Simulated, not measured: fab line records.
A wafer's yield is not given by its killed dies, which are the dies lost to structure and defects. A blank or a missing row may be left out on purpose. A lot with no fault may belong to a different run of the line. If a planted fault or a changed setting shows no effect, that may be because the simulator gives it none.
8D (eight disciplines) problem report, filled in by code -- flow rit_cmos -- the parts of the form that need people (team, actions taken, sign-off) are left out

## 1. THE PROBLEM
developer_temp_C at RIT_ACTIVE_DEVELOP_10 reads a mean of 25.18 C on 6 wafers of 2 lots; wafers without a fault read 22.98 C with a standard deviation of 0.11. That is +20 standard deviations from the usual mean.
The step: develop time 50 s.
First observed at day 3 20:00: wafer L113.3, on litho_track-04. At this step, 42 wafers from 14 lots have a number in the record. Rule for "out" (also "out of limits"): further than 4 standard deviations from the usual mean. Any other wafer with a number is counted as sound.

## 2. WHAT IT IS, WHAT IT ISN'T
question,is,is not
which readings at this step,developer_temp_C,-
which lots,"L113, L115","L103, L104, L106, L108, L109, L110, L111, L120, L121, L123, L124, L126"
which wafers of those lots,all that have a number,-
read on which tools,litho_track-04,"litho_track-02, litho_track-03"
when,from day 3 20:00,"up to then (21 sound wafers); but 15 sound wafers of L120, L121, L123, L124, L126 came after"

## 3. SUSPECTS, AND WHAT RULES EACH OUT
Counting: a tool at any process step up to the reading remains a suspect when it ran all the lots that are out and ran no sound lot after the first of those.
- litho_track-04 at RIT_ACTIVE_DEVELOP_10 (develop time 50 s): kept. It ran every lot that is out, first L113 (day 3 20:00), and no sound lot after that; its last sound lot up to then is L110 (day 3 02:00). Out on those wafers are its own readings of developer_temp_C.
Remaining after the count: litho_track-04 at RIT_ACTIVE_DEVELOP_10.

## 4. THE CAUSE (what the simulator had put in)
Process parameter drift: litho_track-04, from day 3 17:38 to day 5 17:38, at RIT_ACTIVE_DEVELOP_10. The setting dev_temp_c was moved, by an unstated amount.
The count eliminated every tool but this one.

## 5. THE CHAIN OF EFFECTS, in route order
One row per reading whose mean, taken over the struck wafers that have a number, lies over 3 standard deviations from the usual. Only readings whose record carries a usual standard deviation are examined. hours: median over the lots of the time between each lot's start at the first step of this table that gives one and its start at this step. sigmas: the change, counted in usual standard deviations.
hours,step,reading,usual,on struck wafers,change,sigmas
0,RIT_ACTIVE_DEVELOP_10,developer_temp_C,22.98 C,25.18,+2.20,+20
1,RIT_ACTIVE_CD_MEAS_11,cd_nm,1400.6 nm,1407.6,+7.0,+3.2
Process steps it contains:
- RIT_ACTIVE_DEVELOP_10: develop time 50 s.
Later steps that measure or inspect, where all struck wafers having a row at the step show a number for every such reading and not one has moved that far: RIT_FOX2_THK_MEAS_91.

## 6. HOW IT WOULD HAVE BEEN CAUGHT EARLIER
In this record the first reading out of limits was taken at day 3 20:00, 2 hours after the fault began at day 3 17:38.
